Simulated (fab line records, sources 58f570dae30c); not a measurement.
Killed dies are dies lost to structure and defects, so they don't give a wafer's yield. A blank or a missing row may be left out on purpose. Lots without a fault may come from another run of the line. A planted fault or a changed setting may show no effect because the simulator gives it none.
Which tool did it? | flow berkeley_cmos170 | 15 lots, 45 wafers sampled, at 4 steps of a route of 331

WHAT THE GAUGES READ, wafer by wafer
UCB170_NSD_TW_MEAS_10.
lot  | measured     | on            | NSD_TW
L133 | day 8 05:09  | film_metro-01 | 4139 4160 4150
L135 | day 9 02:39  | film_metro-03 | 4218 4236 4203
L140 | day 10 02:01 | film_metro-01 | 4144 4152 4117
L139 | day 10 02:09 | film_metro-03 | 4236 4217 4209
L137 | day 10 03:13 | film_metro-01 | 4131 4127 4150
L138 | day 10 03:20 | film_metro-02 | 4256 4266 4243
L145 | day 10 18:36 | film_metro-02 | 4226 4238 4237
L144 | day 10 18:52 | film_metro-03 | 4233 4251 4209
L141 | day 10 18:53 | film_metro-01 | 4151 4114 4123
L143 | day 10 19:04 | film_metro-01 | 4161 4141 4140
L142 | day 10 19:21 | film_metro-01 | 4155 4137 4134
L149 | day 11 08:41 | film_metro-01 | 4111 4139 4117
L151 | day 11 09:08 | film_metro-02 | 4275 4258 4283
L150 | day 11 09:18 | film_metro-02 | 4269 4241 4252
L155 | day 12 11:05 | film_metro-01 | 4146 4160 4123

UCB170_SDANNEAL_RS_MEAS_02: measures by four-point-probe.
lot  | measured     | on            | PSD_RS (ohm/sq)
L133 | day 8 06:29  | film_metro-03 | 75.78 76.11 75.88
L135 | day 9 07:07  | film_metro-03 | 75.64 75.55 75.36
L140 | day 10 04:05 | film_metro-02 | 75.76 75.70 76.15
L139 | day 10 04:08 | film_metro-03 | 75.84 75.63 75.77
L137 | day 10 05:28 | film_metro-01 | 76.27 76.05 76.57
L138 | day 10 05:46 | film_metro-02 | 75.87 75.89 75.55
L145 | day 10 20:31 | film_metro-02 | 75.78 75.98 75.69
L144 | day 10 21:04 | film_metro-01 | 75.68 75.67 75.69
L141 | day 10 21:04 | film_metro-03 | 76.10 75.79 75.85
L143 | day 10 21:09 | film_metro-02 | 75.90 75.75 75.71
L142 | day 10 22:16 | film_metro-03 | 75.52 75.50 75.80
L149 | day 11 09:49 | film_metro-01 | 75.95 76.28 76.52
L151 | day 11 10:23 | film_metro-01 | 75.81 75.78 75.88
L150 | day 11 10:46 | film_metro-02 | 75.60 75.79 76.03
L155 | day 12 12:14 | film_metro-02 | 75.56 75.34 75.60

UCB170_CONTACT_OVL_MEAS_16.
lot  | measured     | on         | CONTACT_OVL (nm)
L133 | day 8 15:33  | overlay-02 | 4 8 10
L135 | day 9 14:50  | overlay-01 | 5 3 7
L140 | day 10 11:53 | overlay-02 | 2 2 -5
L139 | day 10 10:30 | overlay-02 | 0 1 -1
L137 | day 10 11:43 | overlay-01 | -9 -5 -5
L138 | day 10 15:09 | overlay-02 | -6 -3 5
L145 | day 11 03:54 | overlay-02 | 9 6 6
L144 | day 11 04:02 | overlay-01 | 0 -5 -4
L141 | day 11 04:11 | overlay-02 | 0 4 1
L143 | day 11 03:53 | overlay-01 | -1 4 1
L142 | day 11 05:21 | overlay-01 | 8 2 -1
L149 | day 11 14:48 | overlay-02 | 3 -4 -2
L151 | day 11 18:28 | overlay-02 | - - -
L150 | day 11 18:45 | overlay-01 | - - -
L155 | day 12 16:52 | overlay-01 | - - -

WHICH TOOL RAN EACH LOT (tool, then ch and the chambers of the sampled wafers, then the start)
lot  | UCB170_CONTACT_EXPOSE_12
L133 | krf_scanner-02 ch 0, day 8 15:04
L135 | krf_scanner-02 ch 0, day 9 13:43
L140 | krf_scanner-02 ch 0, day 10 10:53
L139 | krf_scanner-02 ch 0, day 10 09:47
L137 | krf_scanner-02 ch 0, day 10 10:44
L138 | krf_scanner-02 ch 0, day 10 14:03
L145 | krf_scanner-02 ch 0, day 11 02:38
L144 | krf_scanner-02 ch 0, day 11 02:44
L141 | krf_scanner-02 ch 0, day 11 03:06
L143 | krf_scanner-02 ch 0, day 11 02:31
L142 | krf_scanner-02 ch 0, day 11 04:36
L149 | krf_scanner-02 ch 0, day 11 13:58
L151 | krf_scanner-02, day 11 17:14
L150 | krf_scanner-02, day 11 17:23
L155 | krf_scanner-02, day 12 16:22
- UCB170_CONTACT_EXPOSE_12: exposes mask CONT, target cd 700 nm.

WHAT THE TOOLS THEMSELVES READ (means of the sampled wafers that have a number; where no wafer has one, the mark that the record gives instead)
UCB170_CONTACT_EXPOSE_12.
lot  | tool           | exposure_dose_mJ_cm2 | focus_offset_nm (nm) | stage_vel_mm_s (mm/s)
L133 | krf_scanner-02 | 34.70                | 0.4                  | 499.78
L135 | krf_scanner-02 | 34.70                | -0.0                 | 500.60
L140 | krf_scanner-02 | 34.70                | 0.7                  | 500.21
L139 | krf_scanner-02 | 34.71                | -0.1                 | 499.87
L137 | krf_scanner-02 | 34.74                | -0.5                 | 499.98
L138 | krf_scanner-02 | 34.66                | -0.1                 | 500.22
L145 | krf_scanner-02 | 34.70                | 0.7                  | 499.80
L144 | krf_scanner-02 | 34.67                | 0.3                  | 499.92
L141 | krf_scanner-02 | 34.69                | 0.3                  | 499.65
L143 | krf_scanner-02 | 34.68                | 0.2                  | 499.72
L142 | krf_scanner-02 | 34.73                | 0.2                  | 500.33
L149 | krf_scanner-02 | 34.71                | 0.5                  | 499.86
L151 | krf_scanner-02 | -                    | -                    | -
L150 | krf_scanner-02 | -                    | -                    | -
L155 | krf_scanner-02 | -                    | -                    | -

THE ANSWER, worked out from the rows above alone
Rule: what is usual is taken from the lots themselves. Put in order of their means at a reading, lots are off if they are a third of the lots or fewer, leave a main group of 4 or more, and stand apart from it by a gap of 3 or more times the standard deviation of the main group's means; of several such gaps the widest counts. A main group whose means are all the same, to the digits that the tables above print for the reading, isn't used. A lot without any number at a reading at which 4 lots or more have one is off too. The other lots that the step has rows for count as sound. The gauges are gone through in route order, then the tools' own readings, and for those a lot's mean is taken as printed above. The first step at which some lot is off is used, and at that step the reading that is off furthest; a lot without a number counts as furthest.
Off: L151, L150, L155, at UCB170_CONTACT_OVL_MEAS_16 (CONTACT_OVL). Without a number there: L151, L150, L155. The main group: mean 1 nm, standard deviation 3.9.
A tool fits if, at a process step before that reading, it ran every lot that is off, and no sound lot after the first of them. The gauges at UCB170_CONTACT_OVL_MEAS_16 aren't tried: what is off there is off at UCB170_CONTACT_EXPOSE_12 too, on other tools, and a gauge's error can't cause that. One fits: krf_scanner-02 at UCB170_CONTACT_EXPOSE_12. Its last sound lot is L149 (day 11 13:58), its first lot that is off L151 (day 11 17:14): a fault that began between those two fits.
Blank at UCB170_CONTACT_EXPOSE_12 on the lots that are off, where sound lots have numbers: exposure_dose_mJ_cm2, focus_offset_nm, stage_vel_mm_s.

WHAT THE SIMULATOR HAD PUT IN
Skipped step whole: krf_scanner-02, from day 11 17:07 on, at UCB170_CONTACT_EXPOSE_12. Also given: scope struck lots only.
Lots struck among those shown: L151, L150, L155. The rule above found the same.
